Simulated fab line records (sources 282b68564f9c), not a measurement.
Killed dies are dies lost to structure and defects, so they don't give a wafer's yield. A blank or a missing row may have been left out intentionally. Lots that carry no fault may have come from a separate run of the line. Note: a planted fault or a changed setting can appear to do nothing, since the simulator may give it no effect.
A lot that was struck, set against a sound lot ; flow ritCmos ; 26 out of 202 route steps
Sound: these wafers, L987.1, L987.4, L987.6. The struck wafers were L985.4, L985.5, L985.6. The cause comes at the end.
Per side, at each step with rows, come the tool, then ch with its chambers, and then its first start. Under that, the readings that differ: sound wafers ; struck wafers ; difference of the means ; sigmas: that difference in standard deviations of wafers without a fault.
alike: readings with means less than 2 such deviations apart, plus words and numbers identical on both sides. not compared: withheld readings, readings lacking a value on some wafer, bounds such as >300 that could conceal the same value, and numbers that have no deviation in the record and whose values overlap.
The two part at a step that has a row with sigmas, a row that says differs or no value, or rows on one side only. Numbers that have no deviation but don't overlap get no sigmas and don't part them. A reading missing from all wafers of one side parts the sides only when that side holds two or more wafers.

first, 2 steps without rows for these wafers: RIT_FOX2_CLEAN_02 (cleans in dHF, time 180 s); RIT_FOX2_WET_ETCH_03 (etches Si3N4 in H3PO4, target depth 195 nm, time 2700 s).
RIT_FOX2_THK_MEAS_90:
  sound on filmMetro-03, day 5 23:19; struck on filmMetro-04, day 5 18:17
  alike: FIELD_OXIDE_LEFT_1_THK
then, 6 steps without rows for these wafers: RIT_NWELL_HMDS_00 (prime time 60 s); RIT_NWELL_COAT_01 (resist thk 1300 nm); RIT_NWELL_SOFTBAKE_02 (time 58.1 s); RIT_NWELL_EXPOSE_03 (exposes mask M2, target cd 43900 nm); RIT_NWELL_PEB_04; RIT_NWELL_DEVELOP_05 (develop time 68 s).
RIT_NWELL_OVL_MEAS_06:
  sound on overlay-02, day 6 00:21; struck on overlay-01, day 5 19:19
  alike: NWELL_OVL
then, 2 steps without rows for these wafers: RIT_NWELL_HARDBAKE_07 (time 120 s); RIT_NWELL_IMPLANT_08.
RIT_NWELL_STRIP_09: strips in O2, time 180 s.
  sound on plasmaAsher-03 ch 0, day 6 00:47; struck on plasmaAsher-02 ch 0,1, day 5 19:47
  no value came back on the struck wafers for chamberPressureMTorr (mTorr), drypumpMotorCurrentA (A); on the sound wafers chamberPressureMTorr (mTorr) reads 4002 4003 4002
reading;sound;struck;difference;sigmas
model.NOVOLAK_of_NWELL_COAT_01.thkNm (nm);0 0 0;1139 1134 1137;+1137;
  not compared: rfHoursCounterH
RIT_NWELL_TW_MEAS_10:
  sound on filmMetro-04, day 6 00:58; struck on filmMetro-04, day 5 19:56
  alike: NWELL_TW
then, 6 steps without rows for these wafers: RIT_PWELL_HMDS_00 (prime time 60 s); RIT_PWELL_COAT_01 (resist thk 1300 nm); RIT_PWELL_SOFTBAKE_02 (time 60 s); RIT_PWELL_EXPOSE_03 (exposes mask M3, target cd 43700 nm); RIT_PWELL_PEB_04; RIT_PWELL_DEVELOP_05 (develop time 68 s).
RIT_PWELL_OVL_MEAS_06:
  sound on overlay-01, day 6 02:02; struck on overlay-01, day 5 20:59
  alike: PWELL_OVL
then, 2 steps without rows for these wafers: RIT_PWELL_HARDBAKE_07 (time 120 s); RIT_PWELL_IMPLANT_08.
RIT_PWELL_STRIP_09: strips in O2, time 180 s.
  sound on plasmaAsher-04 ch 0,1, day 6 02:28; struck on plasmaAsher-02 ch 0,1, day 5 21:40
  alike: chamberPressureMTorr, drypumpMotorCurrentA
  not compared: rfHoursCounterH
RIT_PWELL_TW_MEAS_10:
  sound on filmMetro-01, day 6 02:38; struck on filmMetro-04, day 5 21:49
reading;sound;struck;difference;sigmas
PWELL_TW;948 951 946;30 30 30;-918;-99 or more
then, 1 step without rows for these wafers: RIT_WELLDRIVE_ANNEAL_00 (time 14700 s).

## WHERE THEY PART
First at RIT_NWELL_STRIP_09; last, within this record, at RIT_PWELL_TW_MEAS_10.

WHY: what the simulator had put in
Skipped step whole: plasmaAsher-02, from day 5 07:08 on, at RIT_NWELL_STRIP_09. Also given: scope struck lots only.
